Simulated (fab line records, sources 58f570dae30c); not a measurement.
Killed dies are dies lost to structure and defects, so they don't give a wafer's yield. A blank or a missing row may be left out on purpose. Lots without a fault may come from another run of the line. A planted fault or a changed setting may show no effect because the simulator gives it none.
A struck lot beside a sound one | flow berkeley_cmos170 | 15 steps out of a route of 331
Sound: wafers L747.1, L747.2, L747.4. Struck: wafer L757.1. (L757.2, L757.4 of the same lot were not struck and are left out.) The cause comes at the end.
At each step with rows: each side's tool, then ch and its chambers, then its first start. Under that, the readings that differ: sound wafers | struck wafers | difference of the means | sigmas: that difference in standard deviations of wafers without a fault.
alike: readings whose means differ by less than 2 such deviations, and words and numbers that are the same on both sides. not compared: withheld readings, readings that some wafer has no value for, bounds like >300 that may hide the same value, and numbers for which the record gives no deviation and whose values overlap.
The two part at a step that has a row with sigmas, a row that says differs or no value, or rows on one side only. Numbers that don't overlap but have no deviation are shown without sigmas and don't part them. A reading that every wafer of one side lacks parts them only if that side has two wafers or more.

first, 2 steps without rows for these wafers: UCB170_M2_COAT_05 (resist thk 900 nm); UCB170_M2_SOFTBAKE_06 (time 60 s).
UCB170_M2_STRIP_07: strips in O2.
  sound on plasma_asher-01 ch 0,1, day 9 23:08; struck on plasma_asher-04 ch 0, day 11 04:01
  alike: drypump_motor_current_A, o2_flow_sccm, oes_product_au, strip_time_to_endpoint_s
  not compared: rf_hours_counter_h
then, 7 steps without rows for these wafers: UCB170_M2_STRIP_08 (strips KrF in DMSO, time 600 s); UCB170_M2_COAT_09; UCB170_M2_COAT_10 (resist thk 900 nm); UCB170_M2_SOFTBAKE_11 (time 60 s); UCB170_M2_EXPOSE_12 (exposes mask METAL2, target cd 700 nm); UCB170_M2_PEB_13; UCB170_M2_DEVELOP_14 (develop time 45 s).
UCB170_M2_CD_MEAS_15: target cd 700 nm.
  sound on cd_sem-02, day 10 00:32; struck on cd_sem-02, day 11 06:17
  reading    | sound             | struck | difference | sigmas
  cd_nm (nm) | 703.7 701.9 702.0 | 699.5  | -3.0       | -3
UCB170_M2_OVL_MEAS_16:
  sound on overlay-02, day 10 00:39; struck on overlay-02, day 11 06:25
  alike: M2_OVL
UCB170_M2_ETCH_17: etches BARC in N2/H2.
  sound on rie_diel-04 ch 0,1, day 10 00:41; struck on rie_diel-02 ch 2, day 11 06:27
  reading               | sound             | struck | difference | sigmas
  oes_product_au (a.u.) | 1.000 0.983 0.971 | 0.727  | -0.258     | -14
  model.M2.cd_nm (nm)   | 703.4 702.4 702.8 | 702.3  | -0.6       |
  alike: drypump_motor_current_A, throttle_valve_pct
UCB170_M2_METAL_ETCH_18: etches Al in Cl2/BCl3, stops on SiO2, target depth 1170 nm, time 195 s.
  sound on rie_metal-03 ch 0,1, day 10 00:44; struck on rie_metal-03 ch 0, day 11 06:29
  alike: drypump_motor_current_A, he_backside_leak_sccm, oes_product_au, throttle_valve_pct
  not compared: rf_hours_counter_h
UCB170_M3_PROBE_99:
  the record has rows for the sound wafers here (prober-02, day 10 07:32) and none for the struck ones

WHERE THEY PART
First at UCB170_M2_CD_MEAS_15; last, within this record, at UCB170_M3_PROBE_99.

WHY: what the simulator had put in
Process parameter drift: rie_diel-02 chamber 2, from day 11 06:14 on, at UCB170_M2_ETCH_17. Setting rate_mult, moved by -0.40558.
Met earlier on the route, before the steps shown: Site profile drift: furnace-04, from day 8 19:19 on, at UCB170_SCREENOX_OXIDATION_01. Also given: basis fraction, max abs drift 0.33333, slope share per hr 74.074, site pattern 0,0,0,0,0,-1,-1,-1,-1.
